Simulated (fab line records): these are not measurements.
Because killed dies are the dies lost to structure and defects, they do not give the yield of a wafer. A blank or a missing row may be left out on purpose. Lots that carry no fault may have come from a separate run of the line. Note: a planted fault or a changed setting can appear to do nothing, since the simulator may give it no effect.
Which tool was responsible? || flow berkeleyCmos170 || 21 wafers sampled from 7 lots at 1 step of a route of 331

== WHAT THE GAUGES READ, wafer by wafer ==
UCB170_ACTIVE_CD_MEAS_13 targets a cd of 1200 nm.
{"lot": "L125", "measured": "day 4 13:48", "on": "cdSem-01", "cdNm (nm)": "1199.2 1200.3 1198.7"}
{"lot": "L131", "measured": "day 5 19:39", "on": "cdSem-02", "cdNm (nm)": "1201.1 1202.0 1201.0"}
{"lot": "L132", "measured": "day 6 06:31", "on": "cdSem-01", "cdNm (nm)": "1202.4 1201.4 1202.1"}
{"lot": "L135", "measured": "day 6 15:26", "on": "cdSem-01", "cdNm (nm)": "1200.7 1200.9 1199.9"}
{"lot": "L139", "measured": "day 7 20:34", "on": "cdSem-01", "cdNm (nm)": "1198.9 1200.3 1199.8"}
{"lot": "L142", "measured": "day 8 07:35", "on": "cdSem-01", "cdNm (nm)": "1200.1 1198.7 1199.7"}
{"lot": "L145", "measured": "day 9 21:38", "on": "cdSem-01", "cdNm (nm)": "1201.8 1201.0 1200.0"}

== WHAT TOOL EACH LOT RAN ON (gives the tool, then ch and the chambers of the sampled wafers, and finally the start) ==
Record: no process step prior to these readings.

== THE ANSWER, worked out from the rows above alone ==
Rule: the usual values come from the lots themselves. Put in order of their means at a reading, lots are off if they are a third of the lots or fewer, leave a main group of 4 or more, and stand apart from it by a gap of 3 or more times the standard deviation of the main group's means; of several such gaps the widest counts. Not used: any main group whose means are identical at the precision the tables above print for the reading. Also off: a lot with no number at a reading for which 4 or more lots have one. All remaining lots with rows at the step are treated as sound.
No lot is off on any of the readings shown, so nothing can be concluded from this.

== WHAT HAD BEEN PUT IN BY THE SIMULATOR ==
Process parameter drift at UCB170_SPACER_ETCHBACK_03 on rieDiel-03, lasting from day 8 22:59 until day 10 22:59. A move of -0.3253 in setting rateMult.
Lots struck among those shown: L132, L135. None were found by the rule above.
